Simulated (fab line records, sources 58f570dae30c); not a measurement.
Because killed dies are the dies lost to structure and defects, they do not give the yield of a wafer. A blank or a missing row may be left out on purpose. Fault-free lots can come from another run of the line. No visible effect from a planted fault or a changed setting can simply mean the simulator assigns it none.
Which of the tools did it? / flow berkeley cmos170 / 21 wafers from 7 lots sampled at 5 of the route's 331 steps

== WHAT EACH GAUGE READ, for each wafer ==
UCB170_M1_RS_MEAS_01: measurement is done with a four-point probe.
lot=L995; measured=day 8 19:19; on=film metro-01; M1_AL_RS (ohm/sq)=0.0490 0.0490 0.0484
lot=L996; measured=day 9 01:48; on=film metro-04; M1_AL_RS (ohm/sq)=0.0480 0.0482 0.0480
lot=L998; measured=day 9 09:31; on=film metro-02; M1_AL_RS (ohm/sq)=0.0489 0.0493 0.0489
lot=L108; measured=day 11 00:10; on=film metro-02; M1_AL_RS (ohm/sq)=0.0489 0.0402 0.0483
lot=L109; measured=day 11 14:34; on=film metro-01; M1_AL_RS (ohm/sq)=0.0489 0.0490 0.0488
lot=L112; measured=day 12 13:44; on=film metro-02; M1_AL_RS (ohm/sq)=0.0487 0.0495 0.0493
lot=L114; measured=day 12 11:16; on=film metro-01; M1_AL_RS (ohm/sq)=0.0480 0.0491 0.0486

== TOOL THAT RAN EACH LOT (tool first, then ch and the chambers of the sampled wafers, then the start) ==
lot=L995; UCB170_SPACER_ETCHBACK_03=rie diel-04 ch 0,3, day 8 03:38; UCB170_CONTACT_STRIP_06=plasma asher-02 ch 0,1, day 8 13:41; UCB170_CONTACT_RTA_08=rtp anneal-01 ch 0, day 8 16:20; UCB170_M1_SPUTTER_00=pvd sputter-03, day 8 19:10
lot=L996; UCB170_SPACER_ETCHBACK_03=rie diel-02 ch 1,3, day 8 11:07; UCB170_CONTACT_STRIP_06=plasma asher-03 ch 0, day 8 23:26; UCB170_CONTACT_RTA_08=rtp anneal-01 ch 0, day 8 23:43; UCB170_M1_SPUTTER_00=pvd sputter-02, day 9 01:44
lot=L998; UCB170_SPACER_ETCHBACK_03=rie diel-03 ch 1,2,3, day 8 22:30; UCB170_CONTACT_STRIP_06=plasma asher-03 ch 0,1, day 9 07:11; UCB170_CONTACT_RTA_08=rtp anneal-02 ch 0, day 9 07:28; UCB170_M1_SPUTTER_00=pvd sputter-03, day 9 09:24
lot=L108; UCB170_SPACER_ETCHBACK_03=rie diel-04 ch 1,3, day 10 13:28; UCB170_CONTACT_STRIP_06=plasma asher-03 ch 0,1, day 10 22:03; UCB170_CONTACT_RTA_08=rtp anneal-02 ch 0, day 10 22:20; UCB170_M1_SPUTTER_00=pvd sputter-01, day 11 00:05
lot=L109; UCB170_SPACER_ETCHBACK_03=rie diel-03 ch 0,1,2, day 11 00:47; UCB170_CONTACT_STRIP_06=plasma asher-03 ch 0,1, day 11 11:39; UCB170_CONTACT_RTA_08=rtp anneal-02 ch 0, day 11 11:58; UCB170_M1_SPUTTER_00=pvd sputter-03, day 11 14:31
lot=L112; UCB170_SPACER_ETCHBACK_03=rie diel-04 ch 0,1,2, day 12 01:10; UCB170_CONTACT_STRIP_06=plasma asher-03 ch 0,1, day 12 10:59; UCB170_CONTACT_RTA_08=rtp anneal-02 ch 0, day 12 11:21; UCB170_M1_SPUTTER_00=pvd sputter-03, day 12 13:41
lot=L114; UCB170_SPACER_ETCHBACK_03=rie diel-03 ch 0,1,2, day 12 01:10; UCB170_CONTACT_STRIP_06=plasma asher-04 ch 0,1, day 12 08:58; UCB170_CONTACT_RTA_08=rtp anneal-02 ch 0, day 12 09:15; UCB170_M1_SPUTTER_00=pvd sputter-03, day 12 11:13
- UCB170_SPACER_ETCHBACK_03: etches SiO2 in CHF3/CF4/Ar, stops on Si, target depth 376 nm, time 100 s.
- UCB170_CONTACT_STRIP_06: strips in O2.
- UCB170_CONTACT_RTA_08: time 10 s.
- UCB170_M1_SPUTTER_00: material Al, target thk 600 nm, time 80 s.

== THE ANSWER, worked out from the rows above alone ==
Rule: what is usual is taken from the lots themselves. The widest of any qualifying gaps counts: lots, ordered by their means at a reading, are off when they make up no more than a third of the lots, leave a main group of 4 or more, and stand apart from it by 3 or more times the standard deviation of that group's means. If all means in a main group match to the digits the tables above print for the reading, that group is not used. A lot without any number at a reading at which 4 lots or more have one is off too. The other lots that the step has rows for count as sound.
Off: L108, seen at UCB170_M1_RS_MEAS_01 (M1_AL_RS). The main group has a mean of 0.0488 ohm/sq with a standard deviation of 0.00036.
If a tool, at a process step before that reading, ran all the lots that are off and no sound lot after the first of them, it fits. Gauges at UCB170_M1_RS_MEAS_01: tried the same way as those tools. One candidate fits, namely pvd sputter-01 at UCB170_M1_SPUTTER_00. It ran no sound lot before its first lot that is off in this sample, so the start can't be narrowed down.

== WHAT WAS PUT IN BY THE SIMULATOR ==
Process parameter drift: pvd sputter-01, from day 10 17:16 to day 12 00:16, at UCB170_M1_SPUTTER_00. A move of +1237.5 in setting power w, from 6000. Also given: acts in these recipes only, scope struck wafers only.
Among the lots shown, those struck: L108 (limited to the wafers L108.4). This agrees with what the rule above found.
